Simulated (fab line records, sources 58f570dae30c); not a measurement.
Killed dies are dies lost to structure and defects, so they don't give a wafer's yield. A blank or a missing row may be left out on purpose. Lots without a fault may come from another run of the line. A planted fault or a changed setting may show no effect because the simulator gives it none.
A struck lot beside a sound one | flow berkeley_cmos170 | 4 steps out of a route of 331
Sound: wafers L608.3, L608.4, L608.5. Struck: wafers L617.1, L617.2, L617.6. The cause comes at the end.
At each step with rows: each side's tool, then ch and its chambers, then its first start. Under that, the readings that differ: sound wafers | struck wafers | difference of the means | sigmas: that difference in standard deviations of wafers without a fault.
alike: readings whose means differ by less than 2 such deviations, and words and numbers that are the same on both sides. not compared: withheld readings, readings that some wafer has no value for, bounds like >300 that may hide the same value, and numbers for which the record gives no deviation and whose values overlap.
The two part at a step that has a row with sigmas, a row that says differs or no value, or rows on one side only. Numbers that don't overlap but have no deviation are shown without sigmas and don't part them. A reading that every wafer of one side lacks parts them only if that side has two wafers or more.

UCB170_START_BOW_MEAS_00:
  sound on film_metro-02, day 1 10:02; struck on film_metro-03, day 3 07:00
  alike: INCOMING_BOW
then, 1 step without rows for these wafers: UCB170_START_CLEAN_01 (cleans in dHF, time 60 s).
UCB170_START_OXIDATION_02: target thk 20 nm, ox time 1800 s.
  sound on furnace-04 ch 0, day 1 14:54; struck on furnace-04 ch 0, day 3 10:58
  reading                                      | sound             | struck            | difference | sigmas
  model.SiO2_of_START_OXIDATION_02.thk_nm (nm) | 19.99 19.95 19.99 | 22.51 22.94 22.98 | +2.83      |
  alike: zone_power_source_pct
UCB170_START_THK_MEAS_03:
  sound on film_metro-01, day 1 16:25; struck on film_metro-01, day 3 12:41
  reading              | sound          | struck         | difference | sigmas
  START_OXIDE_THK (nm) | 20.0 19.9 20.0 | 22.5 22.9 22.9 | +2.8       | +7
  not compared: hold

WHERE THEY PART
Only at UCB170_START_THK_MEAS_03, within this record.

WHY: what the simulator had put in
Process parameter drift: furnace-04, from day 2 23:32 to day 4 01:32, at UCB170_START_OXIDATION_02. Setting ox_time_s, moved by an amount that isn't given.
